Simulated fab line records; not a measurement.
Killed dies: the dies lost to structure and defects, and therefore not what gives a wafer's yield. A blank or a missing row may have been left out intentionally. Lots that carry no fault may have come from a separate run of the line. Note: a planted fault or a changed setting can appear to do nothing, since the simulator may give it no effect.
Lot-split experiment :: flow rit_cmos :: 23 wafers read across 5 lots, on a route 202 steps long

== THE SPLIT ==
At RIT_NRETRO_COAT_01 (resist thk 1300 nm), the setting resist_thk_nm was moved away from the recipe's 1300 nm on 9 of the 23 wafers read, by -1.9% to +4.8%. All remaining wafers had this setting at the recipe value.

The reading comes from the split's own step.

== THE READING ==
NOVOLAK_of_NRETRO_COAT_01.thk_nm (the simulator's own value, which no gauge read), in nm, at RIT_NRETRO_COAT_01 (resist thk 1300 nm). The file does not state a usual value for it. The 14 wafers here that ran the recipe average 1300 nm, standard deviation 3.9 nm.

wafer: L074.1
tool, chamber at the split: litho_track-04, 0
resist_thk_nm as run, nm: 1356
against the recipe: +4.3%
NOVOLAK_of_NRETRO_COAT_01.thk_nm, nm: 1358
against lot-mates on the recipe: +52

wafer: L074.2
tool, chamber at the split: litho_track-04, 0
resist_thk_nm as run, nm: 1356
against the recipe: +4.3%
NOVOLAK_of_NRETRO_COAT_01.thk_nm, nm: 1363
against lot-mates on the recipe: +57

wafer: L074.3
tool, chamber at the split: litho_track-04, 0
resist_thk_nm as run, nm: 1300
against the recipe: recipe
NOVOLAK_of_NRETRO_COAT_01.thk_nm, nm: 1305
against lot-mates on the recipe: -

wafer: L074.5
tool, chamber at the split: litho_track-04, 0
resist_thk_nm as run, nm: 1300
against the recipe: recipe
NOVOLAK_of_NRETRO_COAT_01.thk_nm, nm: 1305
against lot-mates on the recipe: -

wafer: L074.4
tool, chamber at the split: litho_track-04, 0
resist_thk_nm as run, nm: 1300
against the recipe: recipe
NOVOLAK_of_NRETRO_COAT_01.thk_nm, nm: 1309
against lot-mates on the recipe: -

wafer: L075.1
tool, chamber at the split: litho_track-01, 0
resist_thk_nm as run, nm: 1275
against the recipe: -1.9%
NOVOLAK_of_NRETRO_COAT_01.thk_nm, nm: 1278
against lot-mates on the recipe: -22

wafer: L075.2
tool, chamber at the split: litho_track-01, 0
resist_thk_nm as run, nm: 1275
against the recipe: -1.9%
NOVOLAK_of_NRETRO_COAT_01.thk_nm, nm: 1273
against lot-mates on the recipe: -27

wafer: L075.3
tool, chamber at the split: litho_track-01, 0
resist_thk_nm as run, nm: 1275
against the recipe: -1.9%
NOVOLAK_of_NRETRO_COAT_01.thk_nm, nm: 1277
against lot-mates on the recipe: -23

wafer: L075.4
tool, chamber at the split: litho_track-01, 0
resist_thk_nm as run, nm: 1300
against the recipe: recipe
NOVOLAK_of_NRETRO_COAT_01.thk_nm, nm: 1300
against lot-mates on the recipe: -

wafer: L075.6
tool, chamber at the split: litho_track-01, 0
resist_thk_nm as run, nm: 1300
against the recipe: recipe
NOVOLAK_of_NRETRO_COAT_01.thk_nm, nm: 1300
against lot-mates on the recipe: -

wafer: L078.1
tool, chamber at the split: litho_track-02, 0
resist_thk_nm as run, nm: 1300
against the recipe: recipe
NOVOLAK_of_NRETRO_COAT_01.thk_nm, nm: 1302
against lot-mates on the recipe: -

wafer: L078.2
tool, chamber at the split: litho_track-02, 0
resist_thk_nm as run, nm: 1363
against the recipe: +4.8%
NOVOLAK_of_NRETRO_COAT_01.thk_nm, nm: 1363
against lot-mates on the recipe: +63

wafer: L078.4
tool, chamber at the split: litho_track-02, 0
resist_thk_nm as run, nm: 1300
against the recipe: recipe
NOVOLAK_of_NRETRO_COAT_01.thk_nm, nm: 1299
against lot-mates on the recipe: -

wafer: L078.5
tool, chamber at the split: litho_track-02, 0
resist_thk_nm as run, nm: 1363
against the recipe: +4.8%
NOVOLAK_of_NRETRO_COAT_01.thk_nm, nm: 1360
against lot-mates on the recipe: +60

wafer: L078.6
tool, chamber at the split: litho_track-02, 0
resist_thk_nm as run, nm: 1300
against the recipe: recipe
NOVOLAK_of_NRETRO_COAT_01.thk_nm, nm: 1298
against lot-mates on the recipe: -

wafer: L080.1
tool, chamber at the split: litho_track-02, 0
resist_thk_nm as run, nm: 1359
against the recipe: +4.5%
NOVOLAK_of_NRETRO_COAT_01.thk_nm, nm: 1358
against lot-mates on the recipe: +60

wafer: L080.2
tool, chamber at the split: litho_track-02, 0
resist_thk_nm as run, nm: 1359
against the recipe: +4.5%
NOVOLAK_of_NRETRO_COAT_01.thk_nm, nm: 1354
against lot-mates on the recipe: +56

wafer: L080.3
tool, chamber at the split: litho_track-02, 0
resist_thk_nm as run, nm: 1300
against the recipe: recipe
NOVOLAK_of_NRETRO_COAT_01.thk_nm, nm: 1299
against lot-mates on the recipe: -

wafer: L080.6
tool, chamber at the split: litho_track-02, 0
resist_thk_nm as run, nm: 1300
against the recipe: recipe
NOVOLAK_of_NRETRO_COAT_01.thk_nm, nm: 1299
against lot-mates on the recipe: -

wafer: L080.5
tool, chamber at the split: litho_track-02, 0
resist_thk_nm as run, nm: 1300
against the recipe: recipe
NOVOLAK_of_NRETRO_COAT_01.thk_nm, nm: 1296
against lot-mates on the recipe: -

wafer: L083.3
tool, chamber at the split: litho_track-04, 0
resist_thk_nm as run, nm: 1300
against the recipe: recipe
NOVOLAK_of_NRETRO_COAT_01.thk_nm, nm: 1295
against lot-mates on the recipe: -

wafer: L083.6
tool, chamber at the split: litho_track-04, 0
resist_thk_nm as run, nm: 1300
against the recipe: recipe
NOVOLAK_of_NRETRO_COAT_01.thk_nm, nm: 1295
against lot-mates on the recipe: -

wafer: L083.4
tool, chamber at the split: litho_track-04, 0
resist_thk_nm as run, nm: 1300
against the recipe: recipe
NOVOLAK_of_NRETRO_COAT_01.thk_nm, nm: 1300
against lot-mates on the recipe: -

FIT RESULTS
A straight line over all 23 wafers: NOVOLAK_of_NRETRO_COAT_01.thk_nm changes by +12.9 nm for each +1% of resist_thk_nm; r = +0.99; the points scatter about the line by 3.8 nm.
The same after taking each lot's own level away (the mean of its wafers on the recipe; 23 wafers): +12.7 nm for each +1%; r = +1.00; scatter 2 nm.
Per that fit: largest resist_thk_nm move, reading shift of 61 nm.
Measured against the standard deviation above, the lots' own levels, which go from 1296.7 to 1306.3 nm, span 2.5 times it.
The two slopes agree, so the slope changes little with the lot-to-lot level.
Check: for one of the wafers moved furthest among these (+4.8%), held out of the fit, the line's prediction against its lot-mates is +61.1 nm. Against them it came out at +63.3 nm.

== OTHER SPLITS APPLIED TO THESE WAFERS ==
Note: prior to the reading, these wafers also went through further splits. Each is held against what the fit with the lots' levels taken away leaves over:
other split on the same wafers: RIT_ACTIVE_CVD_03 nh3_flow_sccm
wafers away from the commonest value: 15
r with NOVOLAK_of_NRETRO_COAT_01.thk_nm (lot level and that fit taken away): -0.03

other split on the same wafers: RIT_ACTIVE_CLEAN_16 time_s
wafers away from the commonest value: 18
r with NOVOLAK_of_NRETRO_COAT_01.thk_nm (lot level and that fit taken away): +0.00

other split on the same wafers: RIT_FOX2_OXIDATION_00 ox_time_s
wafers away from the commonest value: 15
r with NOVOLAK_of_NRETRO_COAT_01.thk_nm (lot level and that fit taken away): +0.02

other split on the same wafers: RIT_NWELL_IMPLANT_08 dose_cm2
wafers away from the commonest value: 8
r with NOVOLAK_of_NRETRO_COAT_01.thk_nm (lot level and that fit taken away): -0.19

other split on the same wafers: RIT_PWELL_STRIP_09 o2_flow_sccm
wafers away from the commonest value: 5
r with NOVOLAK_of_NRETRO_COAT_01.thk_nm (lot level and that fit taken away): +0.20

== THE FILE'S OWN FIT ==
NOVOLAK_of_NRETRO_COAT_01.thk_nm changes by +12.7 nm for each +1% of resist_thk_nm, r = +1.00.
